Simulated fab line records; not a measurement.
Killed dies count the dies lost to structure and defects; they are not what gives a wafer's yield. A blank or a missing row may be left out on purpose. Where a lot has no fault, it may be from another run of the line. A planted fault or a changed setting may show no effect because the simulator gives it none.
A lot that was struck, set against a sound lot :: flow ritCmos :: 27 steps out of a route of 202
Sound: the wafers L836.1, L836.3, L836.4. Wafers L854.1, L854.5, L854.6 were the ones struck. At the end, the cause is stated.
For every step that has rows: the tool of each side, followed by ch and its chambers, followed by its first start. Under that, the readings that differ: sound wafers :: struck wafers :: difference of the means :: sigmas: that difference in standard deviations of wafers without a fault.
alike: readings whose means differ by less than 2 such deviations, and words and numbers that are the same on both sides. not compared: withheld readings, readings that some wafer has no value for, bounds like >300 that may hide the same value, and numbers for which the record gives no deviation and whose values overlap.
The two part at a step that has a row with sigmas, a row that says differs or no value, or rows on one side only. When numbers do not overlap yet have no deviation, they are printed without sigmas and do not part them. A reading that every wafer of one side lacks parts them only if that side has two wafers or more.

first, 4 steps without rows for these wafers: RIT_CONTACT_SOFTBAKE_04 (time 60 s); RIT_CONTACT_EXPOSE_05 (exposes mask M11, target cd 1000 nm); RIT_CONTACT_PEB_06; RIT_CONTACT_DEVELOP_07 (develop time 120 s).
RIT_CONTACT_CD_MEAS_08 targets a cd of 1000 nm.
  sound: cdSem-01 at day 4 00:25; struck: cdSem-01 at day 7 18:41
reading: cdNm (nm)
sound: 1003.8 1001.2 1001.7
struck: 999.1 996.7 998.3
difference: -4.2
sigmas: -2
RIT_CONTACT_OVL_MEAS_09:
  sound: overlay-01 at day 4 00:32; struck: overlay-01 at day 7 18:49
  alike: CONTACT_OVL
then, 1 step without rows for these wafers: RIT_CONTACT_HARDBAKE_10 (time 60 s).
RIT_CONTACT_ETCH_11: etches SiO2 in CHF3/CF4/Ar, stops on TiSi2, target depth 480 nm, time 320 s.
  sound on rieDiel-01 ch 0,2,3, day 4 00:43; struck on rieDiel-01 ch 0,2,3, day 7 19:00
  alike: drypumpMotorCurrentA, oesProductAu, throttleValvePct
  not compared: rfHoursCounterH
RIT_CONTACT_STRIP_12: strips in O2, time 180 s.
  sound on plasmaAsher-03 ch 0,1, day 4 00:55; struck on plasmaAsher-02 ch 0,1, day 7 19:11
  alike: drypumpMotorCurrentA
  not compared: rfHoursCounterH
RIT_CONTACT_CD_MEAS_90 targets a cd of 1000 nm.
  sound: cdSem-02 at day 4 01:05; struck: cdSem-02 at day 7 19:22
reading: cdNm (nm)
sound: 1004.6 1001.5 1002.4
struck: 998.9 997.2 998.8
difference: -4.5
sigmas: -2
then, 2 steps without rows for these wafers: RIT_CONTACT_CLEAN_13 (cleans in SC1, time 600 s); RIT_CONTACT_CLEAN_14 (cleans in SC2, time 600 s).
RIT_M1_SPUTTER_00: material Al, target thk 400 nm, time 500 s.
  sound: pvdSputter-03 at day 4 01:46; struck: pvdSputter-03 at day 7 20:02
reading: model.Al_of_M1_SPUTTER_00.thkNm (nm)
sound: 403 403.2 408.4
struck: 456.1 447.2 446.2
difference: +45.0
sigmas: 
  alike: throttleValvePct
RIT_M1_RS_MEAS_01: measures by four-point-probe.
  sound: filmMetro-04 at day 4 02:04; struck: filmMetro-04 at day 7 20:19
reading: M1_AL_RS (ohm/sq)
sound: 0.0731 0.0729 0.0719
struck: 0.0643 0.0658 0.0657
difference: -0.0074
sigmas: -8
RIT_M1_THK_MEAS_02: measures by xrf.
  sound: filmMetro-04 at day 4 02:11; struck: filmMetro-04 at day 7 20:26
reading: M1_AL_THK (nm)
sound: 410 412 420
struck: 469 458 454
difference: +46
sigmas: +8
then, 6 steps without rows for these wafers: RIT_M1_HMDS_03 (prime time 60 s); RIT_M1_COAT_04 (resist thk 1300 nm); RIT_M1_SOFTBAKE_05 (time 60 s); RIT_M1_EXPOSE_06 (exposes mask M12, target cd 2600 nm); RIT_M1_PEB_07; RIT_M1_DEVELOP_08 (develop time 68 s).
RIT_M1_CD_MEAS_09 targets a cd of 2600 nm.
  sound: cdSem-01 at day 4 03:07; struck: cdSem-02 at day 7 21:28
reading: cdNm (nm)
sound: 2597.1 2597.7 2595.7
struck: 2603.7 2602.9 2605.2
difference: +7.1
sigmas: +3
RIT_M1_OVL_MEAS_10:
  sound: overlay-02 at day 4 03:14; struck: overlay-01 at day 7 21:35
  alike: M1_OVL
then, 1 step without rows for these wafers: RIT_M1_HARDBAKE_11 (time 120 s).
RIT_M1_METAL_ETCH_12: etches Al in Cl2/BCl3, stops on SiO2, time 165 s, target depth 600 nm.
  sound on rieMetal-02 ch 0,1, day 4 03:32; struck on rieMetal-03 ch 0,1, day 7 21:53
reading: oesProductAu (a.u.)
sound: 0.782 0.775 0.764
struck: 0.830 0.820 0.819
difference: +0.049
sigmas: +4
  alike: drypumpMotorCurrentA, throttleValvePct
  not compared: rfHoursCounterH
then, 1 step without rows for these wafers: RIT_M1_STRIP_13 (strips in nmp, time 600 s).
RIT_M1_PROBE_99:
  sound: prober-02 at day 4 05:58; struck: prober-02 at day 8 00:19
reading: model.etest.m1.rsOhmSq
sound: 0.0717 0.07185 0.07082
struck: 0.06357 0.06474 0.06511
difference: -0.00698
sigmas: 
  alike: defectLimitedYield, killed_at_M0_to_M3, killedAtContacts, killedAtFrontEnd, killedDies, killedOpen, killedShort, sort_bin_3_pad_short, sort_bin_5_function, sort_bin_6_memory, sortNPass, sortYieldPct

## WHERE THEY PART
First at RIT_CONTACT_CD_MEAS_08; last, within this record, at RIT_M1_METAL_ETCH_12. Later steps at which nothing parts them and some readings are alike: RIT_M1_PROBE_99.

WHY: what had been put in by the simulator
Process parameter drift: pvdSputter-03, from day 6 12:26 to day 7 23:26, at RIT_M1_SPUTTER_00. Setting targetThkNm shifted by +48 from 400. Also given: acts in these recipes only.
